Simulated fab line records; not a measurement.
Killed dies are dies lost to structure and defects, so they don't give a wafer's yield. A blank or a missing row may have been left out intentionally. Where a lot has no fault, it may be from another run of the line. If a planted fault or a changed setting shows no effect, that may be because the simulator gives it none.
fab line records -- flow berkeley_cmos170 -- part 2 of 2: steps 32 to 44 of 44
[record] lots = 5, wafers = 15, last_day = 11
route steps=331 shown NWELL@22 PWELL@34 WELLDRIVE@55 ACTIVE@60
lots that met no fault: from a run of the same line without faults
start_h: hours from the record's opening day to when the first of the lot's shown wafers began -- wait_h: how many hours have passed since the lot's step before this one -- " the same as in the row above -- L1.1+2: a single row standing in for several wafers -- - no value, or no start given -- * or withheld: withheld -- < > ~ a bound
route shown NAME@n: a module of which the file shows steps, and the number in the route of the first -- usual: mean and standard deviation over wafers with no fault -- same: alike in all rows -- chamber/n: place in a boat -- sites: readings site by site -- _std_site: the standard deviation of these -- _edge_site: mean of outer sites minus mean of inner sites -- radius_mm: for every site, how far away it sits from the centre of the wafer -- mask NAME#n: copy n -- behind: the tool/chamber that last shaped the wafer -- hold: reason for holding the lot/hours on hold/outcome of the hold -- device: whichever transistor did not switch (one of n, p or np) -- end of line: tests of these same wafers at the route's end -- a step without rows: its recipe alone -- killed: the dies lost at the first sort to structure and to defects; this is not the yield of the wafer -- map: per-die view of a wafer (x killed, . not killed, _ where there is no die)
set.NAME: the setting that was run; set.NAME@STEP: the one run at that earlier step -- model.NAME: the simulator's own value behind a step, which no gauge read
lots seen at some steps along the route; tables by step, rows by wafer
services: from which hour (start_h, from the record's first day; less than 0 if before it) a tool's chamber was out of use, for how many hours, and why
[[steps]]
[step UCB170_PWELL_WET_ETCH_19]
[recipe] chemistry = H3PO4, target = Si3N4, temp_c = 160, time_s = 14400
lot.wafer,tool,chamber,start_h,wait_h
L081.1+5+6,wet_bench-03,1,89.36,0.0
L085.4+5+6,wet_bench-04,2,107.27,0.0
L088.1+2+5,wet_bench-04,1,116.90,0.0
L090.1+5+6,wet_bench-03,0,124.82,0.0
L091.2+5+6,wet_bench-04,2,139.17,0.3
[step UCB170_PWELL_WET_ETCH_20]
[recipe] chemistry = BOE, dilution = 5:1, target = SiO2, temp_c = 25, time_s = 22
lot.wafer,tool,chamber,start_h,wait_h
L081.1+5+6,wet_bench-03,1,93.92,0.2
L085.4+5+6,wet_bench-01,1,111.64,0.0
L088.1+2+5,wet_bench-01,2,120.91,0.0
L090.1+5+6,wet_bench-03,0,129.20,0.0
L091.2+5+6,wet_bench-01,1,143.18,0.0
[step UCB170_WELLDRIVE_CLEAN_00]
[recipe] chemistry = SPM, temp_c = 120, time_s = 600
lot.wafer,tool,chamber,start_h,wait_h
L081.1+5+6,wet_bench-01,1,94.04,0.1
L085.4+5+6,wet_bench-04,1,111.65,0.0
L088.1+2+5,wet_bench-04,2,120.93,0.0
L090.1+5+6,wet_bench-03,1,129.21,0.0
L091.2+5+6,wet_bench-01,1,143.19,0.0
[step UCB170_WELLDRIVE_OXIDATION_01]
[recipe] temp_c = 1100, ambient = O2, target_thk_a = 1990, ox_time_s = 9000
[usual] ox_temp_c_max = 1106.5/1.8, tube_center_temp_C = 1100/0.092
lot.wafer,tool,chamber,start_h,wait_h,ox_temp_c_max,tube_center_temp_C
L081.1,furnace-04,0,96.02,1.8,1107.8,1100
L081.5,furnace-04,0,96.02,1.8,1108.4,1100.1
L081.6,furnace-04,0,96.02,1.8,1108.3,1100.1
L085.4,furnace-04,0,114.63,2.8,1107.5,1100
L085.5,furnace-04,0,114.63,2.8,1109.0,1100
L085.6,furnace-04,0,114.63,2.8,1105.9,1099.9
L088.1,furnace-01,0,121.29,0.2,1104.9,1099.9
L088.2,furnace-01,0,121.29,0.2,1106.1,1100
L088.5,furnace-01,0,121.29,0.2,1108.5,1100.1
L090.1,furnace-01,0,131.64,2.3,1103.2,1099.9
L090.5,furnace-01,0,131.64,2.3,1104.6,1100.1
L090.6,furnace-01,0,131.64,2.3,1104.3,1099.8
L091.2,furnace-04,0,144.61,1.2,1106.7,1100.1
L091.5,furnace-04,0,144.61,1.2,1109.5,1100
L091.6,furnace-04,0,144.61,1.2,1106.3,1099.9
[step UCB170_WELLDRIVE_THK_MEAS_02]
[recipe] reads = SiO2_of_WELLDRIVE_OXIDATION_01
[usual] WELLDRIVE_OXIDE_THK = 199/4.6
lot.wafer,tool,chamber,start_h,wait_h,WELLDRIVE_OXIDE_THK[nm]
L081.1,film_metro-04,-,99.52,0.0,195
L081.5,film_metro-04,-,99.52,0.0,193
L081.6,film_metro-04,-,99.52,0.0,197
L085.4,film_metro-04,-,118.16,0.0,199
L085.5,film_metro-04,-,118.16,0.0,198
L085.6,film_metro-04,-,118.16,0.0,199
L088.1,film_metro-04,-,124.85,0.1,192
L088.2,film_metro-04,-,124.85,0.1,198
L088.5,film_metro-04,-,124.85,0.1,192
L090.1,film_metro-02,-,135.14,0.0,193
L090.5,film_metro-02,-,135.14,0.0,194
L090.6,film_metro-02,-,135.14,0.0,194
L091.2,film_metro-04,-,148.12,0.0,196
L091.5,film_metro-04,-,148.12,0.0,197
L091.6,film_metro-04,-,148.12,0.0,198
[step UCB170_WELLDRIVE_ANNEAL_03]
[recipe] temp_c = 1100, time_s = 900, ambient = N2
[usual] tube_center_temp_C = 1100/0.091
lot.wafer,tool,chamber,start_h,wait_h,tube_center_temp_C
L081.1,furnace-01,0,100.11,0.6,1100.2
L081.5,furnace-01,0,100.11,0.6,1100.1
L081.6,furnace-01,0,100.11,0.6,1100
L085.4,furnace-02,0,120.71,2.5,1100
L085.5,furnace-02,0,120.71,2.5,1100
L085.6,furnace-02,0,120.71,2.5,1099.9
L088.1,furnace-01,0,126.04,1.2,1099.9
L088.2,furnace-01,0,126.04,1.2,1100.1
L088.5,furnace-01,0,126.04,1.2,1100
L090.1,furnace-01,0,136.47,1.3,1100
L090.5,furnace-01,0,136.47,1.3,1100
L090.6,furnace-01,0,136.47,1.3,1100.2
L091.2,furnace-01,0,151.58,3.5,1100
L091.5,furnace-01,0,151.58,3.5,1100.2
L091.6,furnace-01,0,151.58,3.5,1100
[step UCB170_WELLDRIVE_WET_ETCH_04]
[recipe] chemistry = BOE, dilution = 5:1, target = SiO2, temp_c = 25, time_s = 120
lot.wafer,tool,chamber,start_h,wait_h
L081.1+5+6,wet_bench-01,1,101.46,0.1
L085.4+5+6,wet_bench-01,2,121.99,0.0
L088.1+2+5,wet_bench-01,0,127.30,0.0
L090.1+5+6,wet_bench-04,1,137.95,0.2
L091.2+5+6,wet_bench-03,1,152.96,0.1
[step UCB170_ACTIVE_CLEAN_00]
[recipe] chemistry = SPM, temp_c = 120, time_s = 600
lot.wafer,tool,chamber,start_h,wait_h
L081.1+5+6,wet_bench-04,3,101.70,0.2
L085.4+5+6,wet_bench-01,3,122.03,0.0
L088.1+2+5,wet_bench-01,2,127.34,0.0
L090.1+5+6,wet_bench-04,2,138.00,0.0
L091.2+5+6,wet_bench-01,0,156.52,3.5
[step UCB170_ACTIVE_CLEAN_01]
[recipe] chemistry = dHF, dilution = 25:1, time_s = 60
lot.wafer,tool,chamber,start_h,wait_h
L081.1+5+6,wet_bench-04,1,101.87,0.0
L085.4+5+6,wet_bench-01,0,122.38,0.2
L088.1+2+5,wet_bench-01,0,127.52,0.0
L090.1+5+6,wet_bench-04,3,138.19,0.0
L091.2+5+6,wet_bench-01,2,156.81,0.1
[step UCB170_ACTIVE_OXIDATION_02]
[recipe] temp_c = 1000, ambient = O2, target_thk_a = 264, ox_time_s = 1260
[usual] ox_temp_c_max = 1006.7/1.3, tube_center_temp_C = 1000/0.099
lot.wafer,tool,chamber,start_h,wait_h,ox_temp_c_max,tube_center_temp_C
L081.1,furnace-02,0,102.18,0.3,1006.6,999.97
L081.5,furnace-02,0,102.18,0.3,1005.0,1000.2
L081.6,furnace-02,0,102.18,0.3,1008.7,999.86
L085.4,furnace-04,0,122.46,0.1,1005.1,999.91
L085.5,furnace-04,0,122.46,0.1,1009.9,1000
L085.6,furnace-04,0,122.46,0.1,1008.8,1000.1
L088.1,furnace-04,0,129.56,2.0,1006.6,1000
L088.2,furnace-04,0,129.56,2.0,1007.6,999.94
L088.5,furnace-04,0,129.56,2.0,1007.9,1000
L090.1,furnace-04,0,139.10,0.9,1004.8,999.94
L090.5,furnace-04,0,139.10,0.9,1008.2,999.7
L090.6,furnace-04,0,139.10,0.9,1007.6,1000
L091.2,furnace-04,0,159.86,3.0,1006.7,1000
L091.5,furnace-04,0,159.86,3.0,1005.4,1000
L091.6,furnace-04,0,159.86,3.0,1007.0,1000
[step UCB170_ACTIVE_THK_MEAS_03]
[recipe] reads = SiO2_of_ACTIVE_OXIDATION_02
[usual] ACTIVE_OXIDE_THK = 26.5/0.4
lot.wafer,tool,chamber,start_h,wait_h,ACTIVE_OXIDE_THK[nm]
L081.1,film_metro-01,-,103.57,0.0,27.2
L081.5,film_metro-01,-,103.57,0.0,27.0
L081.6,film_metro-01,-,103.57,0.0,26.8
L085.4,film_metro-02,-,123.84,0.0,26.3
L085.5,film_metro-02,-,123.84,0.0,26.5
L085.6,film_metro-02,-,123.84,0.0,26.2
L088.1,film_metro-03,-,130.91,0.0,26.3
L088.2,film_metro-03,-,130.91,0.0,26.3
L088.5,film_metro-03,-,130.91,0.0,26.0
L090.1,film_metro-02,-,140.45,0.0,26.1
L090.5,film_metro-02,-,140.45,0.0,26.6
L090.6,film_metro-02,-,140.45,0.0,26.1
L091.2,film_metro-01,-,161.22,0.0,26.8
L091.5,film_metro-01,-,161.22,0.0,26.3
L091.6,film_metro-01,-,161.22,0.0,26.0
[step UCB170_ACTIVE_ANNEAL_04]
[recipe] temp_c = 1000, time_s = 900, ambient = N2
[usual] tube_center_temp_C = 1000/0.081
lot.wafer,tool,chamber,start_h,wait_h,tube_center_temp_C
L081.1,furnace-02,0,104.78,1.2,1000.2
L081.5,furnace-02,0,104.78,1.2,999.89
L081.6,furnace-02,0,104.78,1.2,999.84
L085.4,furnace-04,0,125.31,1.5,1000.1
L085.5,furnace-04,0,125.31,1.5,999.93
L085.6,furnace-04,0,125.31,1.5,1000
L088.1,furnace-03,0,132.72,1.8,999.99
L088.2,furnace-03,0,132.72,1.8,999.99
L088.5,furnace-03,0,132.72,1.8,999.98
L090.1,furnace-04,0,140.51,0.1,1000.1
L090.5,furnace-04,0,140.51,0.1,1000
L090.6,furnace-04,0,140.51,0.1,1000
L091.2,furnace-02,0,164.51,3.3,1000.1
L091.5,furnace-02,0,164.51,3.3,999.94
L091.6,furnace-02,0,164.51,3.3,999.93
[step UCB170_ACTIVE_CVD_05]
[recipe] material = Si3N4, target_thk_nm = 220, temp_c = 800, precursor = SiH2Cl2/NH3, time_s = 3300, pressure_mtorr = 200, sih2cl2_flow_sccm = 25, nh3_flow_sccm = 75
lot.wafer,tool,chamber,start_h,wait_h
L081.1+5+6,lpcvd-02,0,106.03,0.0
L085.4+5+6,lpcvd-02,0,126.56,0.0
L088.1+2+5,lpcvd-01,0,136.79,2.8
L090.1+5+6,lpcvd-01,1,142.04,0.3
L091.2+5+6,lpcvd-02,1,166.63,0.9
[[services]]
tool,chamber,start_h,hours,kind
implanter-01,-,60.79,0.7,repair
rie_diel-04,0,64.91,2.9,repair
furnace-02,-,65.10,11.3,pm
rie_diel-04,-,69.05,1.8,repair
krf_scanner-01,-,70.31,4.9,repair
rie_diel-02,0,74.18,5.0,repair
rie_diel-02,3,75.52,3.1,repair
implanter-03,-,80.73,2.6,pm
plasma_asher-02,-,86.70,4.2,repair
rie_diel-02,1,88.98,7.7,repair
furnace-03,-,94.10,2.6,pm
furnace-04,-,103.60,3.4,pm
rie_diel-02,1,106.04,5.4,repair
plasma_asher-01,-,108.75,9.0,pm
plasma_asher-03,-,110.45,9.6,repair
rie_diel-02,0,114.10,4.0,repair
plasma_asher-02,-,125.12,7.6,repair
krf_scanner-01,-,127.30,1.0,pm
plasma_asher-01,-,130.21,9.0,repair
krf_scanner-02,-,135.24,0.6,repair
implanter-03,-,141.61,3.2,pm
krf_scanner-02,-,149.17,1.0,pm
lpcvd-01,-,159.95,0.9,repair
furnace-01,-,164.18,3.3,pm
